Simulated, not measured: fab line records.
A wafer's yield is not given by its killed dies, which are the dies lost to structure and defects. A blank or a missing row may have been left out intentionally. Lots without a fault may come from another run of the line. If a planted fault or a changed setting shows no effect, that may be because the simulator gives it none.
A struck lot beside a sound one ; flow berkeley_cmos170 ; 15 steps out of a route of 331
Sound: these wafers, L685.2, L685.5, L685.6. Struck: wafers L692.1, L692.6 (left out: L692.5, a lot-mate that was not struck); the cause follows at the end.
Each step with rows lists, per side, the tool, then ch with its chambers, then its first start. Under that, the readings that differ: sound wafers ; struck wafers ; difference of the means ; sigmas: that difference in standard deviations of wafers without a fault.
alike: readings whose means differ by less than 2 such deviations, and words and numbers that are the same on both sides. not compared: withheld readings, readings that some wafer has no value for, bounds like >300 that may hide the same value, and numbers for which the record gives no deviation and whose values overlap.
The two part at a step that has a row with sigmas, a row that says differs or no value, or rows on one side only. Numbers that have no deviation but don't overlap get no sigmas and don't part them. Lack of a reading on every wafer of one side parts them only where that side has two or more wafers.

first, 1 step without rows for these wafers: UCB170_M3_SOFTBAKE_06 (time 60 s).
UCB170_M3_STRIP_07: strips in O2.
  sound on plasma_asher-02 ch 0,1, day 8 18:08; struck on plasma_asher-03 ch 0,1, day 10 18:38
  alike: drypump_motor_current_A, oes_product_au, strip_time_to_endpoint_s
  not compared: rf_hours_counter_h
then, 7 steps without rows for these wafers: UCB170_M3_STRIP_08 (strips KrF in DMSO, time 600 s); UCB170_M3_COAT_09; UCB170_M3_COAT_10 (resist thk 900 nm); UCB170_M3_SOFTBAKE_11 (time 60 s); UCB170_M3_EXPOSE_12 (exposes mask METAL3, target cd 700 nm); UCB170_M3_PEB_13; UCB170_M3_DEVELOP_14 (develop time 45 s).
UCB170_M3_CD_MEAS_15: target cd 700 nm.
  struck on cd_sem-01, day 10 20:40; sound on cd_sem-02, day 8 19:24
  alike: cd_nm
UCB170_M3_OVL_MEAS_16:
  struck on overlay-01, day 10 20:47; sound on overlay-02, day 8 19:31
  alike: M3_OVL
UCB170_M3_ETCH_17: etches BARC in N2/H2.
  sound on rie_diel-03 ch 0,2, day 8 19:32; struck on rie_diel-03 ch 2,3, day 10 20:49
  alike: drypump_motor_current_A, oes_product_au, throttle_valve_pct
UCB170_M3_METAL_ETCH_18: etches Al in Cl2/BCl3, stops on SiO2, target depth 1170 nm, time 195 s.
  sound on rie_metal-03 ch 0,1, day 8 19:35; struck on rie_metal-04 ch 0, day 10 20:52
reading;sound;struck;difference;sigmas
model.KrF_of_M3_COAT_10.thk_nm (nm);204.2 201.1 199.3;257.5 261.4;+57.9;
  alike: drypump_motor_current_A, oes_product_au, throttle_valve_pct
  not compared: rf_hours_counter_h
UCB170_M3_STRIP_19: strips in O2.
  sound on plasma_asher-01 ch 0,1, day 8 19:46; struck on plasma_asher-03 ch 0,1, day 10 21:03
reading;sound;struck;difference;sigmas
oes_product_au (a.u.);0.534 0.534 0.537;0.586 0.583;+0.049;+3
  alike: drypump_motor_current_A
  not compared: rf_hours_counter_h
after that, 1 step had no rows for these wafers: UCB170_M3_PROBE_99.

## WHERE THEY PART
UCB170_M3_STRIP_19 only, going by this record.

WHY: what had been put in by the simulator
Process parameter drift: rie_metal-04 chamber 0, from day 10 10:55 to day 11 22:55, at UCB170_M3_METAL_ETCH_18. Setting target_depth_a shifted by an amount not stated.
